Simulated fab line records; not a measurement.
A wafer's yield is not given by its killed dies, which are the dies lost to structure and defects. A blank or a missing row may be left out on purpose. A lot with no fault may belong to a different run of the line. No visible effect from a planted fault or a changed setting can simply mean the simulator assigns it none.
A struck lot beside a sound one	flow berkeley_cmos170	16 steps out of a route of 331
Sound: the wafers L837.4, L837.5, L837.6. Struck: wafer L842.1. The cause is given at the end.
Per side, at each step with rows, come the tool, then ch with its chambers, and then its first start. Under that, the readings that differ: sound wafers	struck wafers	difference of the means	sigmas: that difference in standard deviations of wafers without a fault.
alike: same words and numbers on both sides, and readings whose means sit less than 2 such deviations apart. not compared: any withheld reading, any reading some wafer has no value for, any bound like >300 that may hide the same value, and any number with overlapping values for which the record gives no deviation.
Wherever a step has rows on one side only, a row that says differs or no value, or a row with sigmas, the two part there. When numbers do not overlap yet have no deviation, they are printed without sigmas and do not part them. A reading that every wafer of one side lacks parts them only if that side has two wafers or more.

first, 5 steps without rows for these wafers: UCB170_M1_COAT_04 (resist thk 900 nm); UCB170_M1_SOFTBAKE_05 (time 60 s); UCB170_M1_EXPOSE_06 (exposes mask METAL1, target cd 700 nm); UCB170_M1_PEB_07; UCB170_M1_DEVELOP_08 (develop time 45 s).
UCB170_M1_CD_MEAS_09 targets a cd of 700 nm.
  sound on cd_sem-02, day 8 17:50; struck on cd_sem-01, day 10 11:37
  alike: cd_nm
UCB170_M1_OVL_MEAS_10:
  sound on overlay-02, day 8 17:55; struck on overlay-01, day 10 11:44
  alike: M1_OVL
UCB170_M1_ETCH_11: etches BARC in N2/H2.
  sound on rie_diel-01 ch 2,3, day 8 17:56; struck on rie_diel-01 ch 1, day 10 11:47
reading	sound	struck	difference	sigmas
drypump_motor_current_A (A)	5.9 5.9 5.9	4.9	-1.0	-3
  alike: oes_product_au, throttle_valve_pct
UCB170_M1_METAL_ETCH_12: etches Al in Cl2/BCl3, stops on PSG, target depth 780 nm, time 130 s.
  sound on rie_metal-03 ch 0,1, day 8 18:01; struck on rie_metal-03 ch 0, day 10 11:49
reading	sound	struck	difference	sigmas
rf_hours_counter_h (h)	- - -	5.1	no value on the sound wafers	
  alike: drypump_motor_current_A, oes_product_au, throttle_valve_pct
UCB170_M1_STRIP_13: strips in O2.
  sound on plasma_asher-03 ch 0,1, day 8 18:08; struck on plasma_asher-01 ch 0, day 10 11:57
reading	sound	struck	difference	sigmas
rf_hours_counter_h (h)	- - -	10	no value on the sound wafers	
  alike: drypump_motor_current_A, oes_product_au
UCB170_M1_CD_MEAS_90 targets a cd of 700 nm.
  sound on cd_sem-01, day 8 18:16; struck on cd_sem-01, day 10 12:03
  alike: cd_nm
then, 1 step without rows for these wafers: UCB170_M1_ANNEAL_14 (time 1200 s).
UCB170_V1_CVD_00: deposits SiO2 from TEOS/O2, target thk 2000 nm, time 250 s.
  sound on pecvd-02 ch 0,1,2, day 8 23:00; struck on pecvd-02 ch 0, day 10 14:02
reading	sound	struck	difference	sigmas
run_length_s (s)	277.3 278.2 277.5	236.1	-41.6	-97
model.SiO2_of_V1_CVD_00.thk_nm (nm)	2035 2005 2010	1644	-373	
  alike: heater_power_w
UCB170_V1_THK_MEAS_01:
  sound on film_metro-04, day 8 23:07; struck on film_metro-02, day 10 14:11
reading	sound	struck	difference	sigmas
V1_TEOS_THK (nm)	2033 2004 2009	1645	-370	-15
  not compared: hold
UCB170_V1_CMP_02: polishes SiO2.
  sound on cmp-01 ch 0,1,3, day 8 23:17; struck on cmp-01 ch 3, day 10 14:17
  alike: motor_current_A
  not compared: hold
after that, 1 step had no rows for these wafers: UCB170_M3_PROBE_99.

== WHERE THEY PART ==
Last at UCB170_V1_THK_MEAS_01 as far as this record goes, first at UCB170_M1_ETCH_11. Later steps at which nothing parts them and some readings are alike: UCB170_V1_CMP_02.

WHY: the cause the simulator had injected
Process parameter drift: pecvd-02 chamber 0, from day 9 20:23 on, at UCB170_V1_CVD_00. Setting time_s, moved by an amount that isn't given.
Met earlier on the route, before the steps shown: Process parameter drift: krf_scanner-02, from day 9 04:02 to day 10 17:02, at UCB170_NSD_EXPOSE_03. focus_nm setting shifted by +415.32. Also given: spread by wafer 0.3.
